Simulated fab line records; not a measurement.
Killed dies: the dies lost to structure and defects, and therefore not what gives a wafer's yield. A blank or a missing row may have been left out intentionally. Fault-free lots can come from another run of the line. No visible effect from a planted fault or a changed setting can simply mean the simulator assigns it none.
Split-lot trial || flow berkeley_cmos170 || route with 331 steps; 5 lots, 23 wafers read

## THE SPLIT ITSELF
At UCB170_M2_METAL_ETCH_18 (etches Al in Cl2/BCl3, stops on SiO2, target depth 1170 nm, time 195 s), the setting icp_w was moved away from the recipe's 600 W on 9 of the 23 wafers read, by -4.7% to +6.9%. This setting was run at the recipe's value on the other wafers.

The reading is taken at the split's own step.

## THE READING
KrF_of_M2_COAT_10.thk_nm (the simulator's own value, which no gauge read), in nm, at UCB170_M2_METAL_ETCH_18 (etches Al in Cl2/BCl3, stops on SiO2, target depth 1170 nm, time 195 s). There is no usual value for it anywhere in the file. The 14 wafers here that ran the recipe average 211.2 nm, standard deviation 13 nm.

{"wafer": "L074.1", "tool, chamber at the split": "rie_metal-01, 1", "icp_w as run, W": 571.7, "against the recipe": "-4.7%", "KrF_of_M2_COAT_10.thk_nm, nm": 267.5, "against lot-mates on the recipe": "+33.9"}
{"wafer": "L074.2", "tool, chamber at the split": "rie_metal-01, 0", "icp_w as run, W": 600, "against the recipe": "recipe", "KrF_of_M2_COAT_10.thk_nm, nm": 240.6, "against lot-mates on the recipe": "-"}
{"wafer": "L074.3", "tool, chamber at the split": "rie_metal-01, 0", "icp_w as run, W": 600, "against the recipe": "recipe", "KrF_of_M2_COAT_10.thk_nm, nm": 222.6, "against lot-mates on the recipe": "-"}
{"wafer": "L074.4", "tool, chamber at the split": "rie_metal-01, 1", "icp_w as run, W": 600, "against the recipe": "recipe", "KrF_of_M2_COAT_10.thk_nm, nm": 237.7, "against lot-mates on the recipe": "-"}
{"wafer": "L074.6", "tool, chamber at the split": "rie_metal-01, 0", "icp_w as run, W": 571.7, "against the recipe": "-4.7%", "KrF_of_M2_COAT_10.thk_nm, nm": 247.6, "against lot-mates on the recipe": "+14.0"}
{"wafer": "L077.1", "tool, chamber at the split": "rie_metal-04, 0", "icp_w as run, W": 631.4, "against the recipe": "+5.2%", "KrF_of_M2_COAT_10.thk_nm, nm": 166, "against lot-mates on the recipe": -40.3}
{"wafer": "L077.2", "tool, chamber at the split": "rie_metal-04, 1", "icp_w as run, W": 631.4, "against the recipe": "+5.2%", "KrF_of_M2_COAT_10.thk_nm, nm": 191.2, "against lot-mates on the recipe": -15.1}
{"wafer": "L077.3", "tool, chamber at the split": "rie_metal-04, 1", "icp_w as run, W": 600, "against the recipe": "recipe", "KrF_of_M2_COAT_10.thk_nm, nm": 207.6, "against lot-mates on the recipe": "-"}
{"wafer": "L077.4", "tool, chamber at the split": "rie_metal-04, 0", "icp_w as run, W": 600, "against the recipe": "recipe", "KrF_of_M2_COAT_10.thk_nm, nm": 215.3, "against lot-mates on the recipe": "-"}
{"wafer": "L077.5", "tool, chamber at the split": "rie_metal-04, 0", "icp_w as run, W": 600, "against the recipe": "recipe", "KrF_of_M2_COAT_10.thk_nm, nm": 195.9, "against lot-mates on the recipe": "-"}
{"wafer": "L082.1", "tool, chamber at the split": "rie_metal-03, 1", "icp_w as run, W": 600, "against the recipe": "recipe", "KrF_of_M2_COAT_10.thk_nm, nm": 200.5, "against lot-mates on the recipe": "-"}
{"wafer": "L082.2", "tool, chamber at the split": "rie_metal-03, 0", "icp_w as run, W": 641.5, "against the recipe": "+6.9%", "KrF_of_M2_COAT_10.thk_nm, nm": 175.5, "against lot-mates on the recipe": -31.4}
{"wafer": "L082.3", "tool, chamber at the split": "rie_metal-03, 0", "icp_w as run, W": 600, "against the recipe": "recipe", "KrF_of_M2_COAT_10.thk_nm, nm": 216, "against lot-mates on the recipe": "-"}
{"wafer": "L082.5", "tool, chamber at the split": "rie_metal-03, 0", "icp_w as run, W": 641.5, "against the recipe": "+6.9%", "KrF_of_M2_COAT_10.thk_nm, nm": 165.3, "against lot-mates on the recipe": -41.6}
{"wafer": "L082.6", "tool, chamber at the split": "rie_metal-03, 1", "icp_w as run, W": 600, "against the recipe": "recipe", "KrF_of_M2_COAT_10.thk_nm, nm": 204.3, "against lot-mates on the recipe": "-"}
{"wafer": "L083.1", "tool, chamber at the split": "rie_metal-03, 0", "icp_w as run, W": 579.7, "against the recipe": "-3.4%", "KrF_of_M2_COAT_10.thk_nm, nm": 228.5, "against lot-mates on the recipe": "+22.2"}
{"wafer": "L083.2", "tool, chamber at the split": "rie_metal-03, 1", "icp_w as run, W": 579.7, "against the recipe": "-3.4%", "KrF_of_M2_COAT_10.thk_nm, nm": 225.9, "against lot-mates on the recipe": "+19.6"}
{"wafer": "L083.3", "tool, chamber at the split": "rie_metal-03, 1", "icp_w as run, W": 600, "against the recipe": "recipe", "KrF_of_M2_COAT_10.thk_nm, nm": 204.2, "against lot-mates on the recipe": "-"}
{"wafer": "L083.5", "tool, chamber at the split": "rie_metal-03, 0", "icp_w as run, W": 600, "against the recipe": "recipe", "KrF_of_M2_COAT_10.thk_nm, nm": 208.4, "against lot-mates on the recipe": "-"}
{"wafer": "L083.6", "tool, chamber at the split": "rie_metal-03, 1", "icp_w as run, W": 579.7, "against the recipe": "-3.4%", "KrF_of_M2_COAT_10.thk_nm, nm": 221.9, "against lot-mates on the recipe": "+15.6"}
{"wafer": "L085.2", "tool, chamber at the split": "rie_metal-03, 0", "icp_w as run, W": 600, "against the recipe": "recipe", "KrF_of_M2_COAT_10.thk_nm, nm": 201.5, "against lot-mates on the recipe": "-"}
{"wafer": "L085.4", "tool, chamber at the split": "rie_metal-03, 1", "icp_w as run, W": 600, "against the recipe": "recipe", "KrF_of_M2_COAT_10.thk_nm, nm": 197.8, "against lot-mates on the recipe": "-"}
{"wafer": "L085.5", "tool, chamber at the split": "rie_metal-03, 0", "icp_w as run, W": 600, "against the recipe": "recipe", "KrF_of_M2_COAT_10.thk_nm, nm": 204.9, "against lot-mates on the recipe": "-"}

THE FIT
A straight line over all 23 wafers: KrF_of_M2_COAT_10.thk_nm changes by -6.5 nm for each +1% of icp_w; r = -0.85; the points scatter about the line by 13 nm.
The same after taking each lot's own level away (the mean of its wafers on the recipe; 23 wafers): -5.3 nm for each +1%; r = -0.92; scatter 7.4 nm.
According to that fit, moving icp_w by its largest amount changes the reading by 37 nm.
From 201.40 to 233.63 nm: that is the span of the lots' own levels, equal to 2.4 times the standard deviation above.
So the lot-to-lot level changes the slope: the two fits differ.
Check: with one of the wafers moved furthest among these (+6.9%) left out of the fit, the line predicts -38.2 nm for it against its lot-mates. Against them it came out at -31.4 nm.

## OTHER SPLITS ON THESE WAFERS
These wafers also went through other splits before the reading. Each is held against what the fit with the lots' levels taken away leaves over:
{"other split on the same wafers": "UCB170_PSD_PEB_04 peb_temp_c", "wafers away from the commonest value": 7, "r with KrF_of_M2_COAT_10.thk_nm (lot level and that fit taken away)": "+0.17"}
{"other split on the same wafers": "UCB170_NSD_IMPLANT_08 energy_kev", "wafers away from the commonest value": 5, "r with KrF_of_M2_COAT_10.thk_nm (lot level and that fit taken away)": "+0.21"}
{"other split on the same wafers": "UCB170_SILICIDE_SPUTTER_01 power_w", "wafers away from the commonest value": 7, "r with KrF_of_M2_COAT_10.thk_nm (lot level and that fit taken away)": -0.27}
{"other split on the same wafers": "UCB170_CONTACT_COAT_04 spin_rpm", "wafers away from the commonest value": 8, "r with KrF_of_M2_COAT_10.thk_nm (lot level and that fit taken away)": "+0.00"}
{"other split on the same wafers": "UCB170_M1_SPUTTER_00 power_w", "wafers away from the commonest value": 10, "r with KrF_of_M2_COAT_10.thk_nm (lot level and that fit taken away)": -0.05}
{"other split on the same wafers": "UCB170_M2_SPUTTER_01 chamber_pressure_pa", "wafers away from the commonest value": 10, "r with KrF_of_M2_COAT_10.thk_nm (lot level and that fit taken away)": -0.03}
{"other split on the same wafers": "UCB170_M2_COAT_10 spin_rpm", "wafers away from the commonest value": 6, "r with KrF_of_M2_COAT_10.thk_nm (lot level and that fit taken away)": -0.61}

## THE FILE'S OWN FIT
KrF_of_M2_COAT_10.thk_nm changes by -5.28 nm for each +1% of icp_w, r = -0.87.
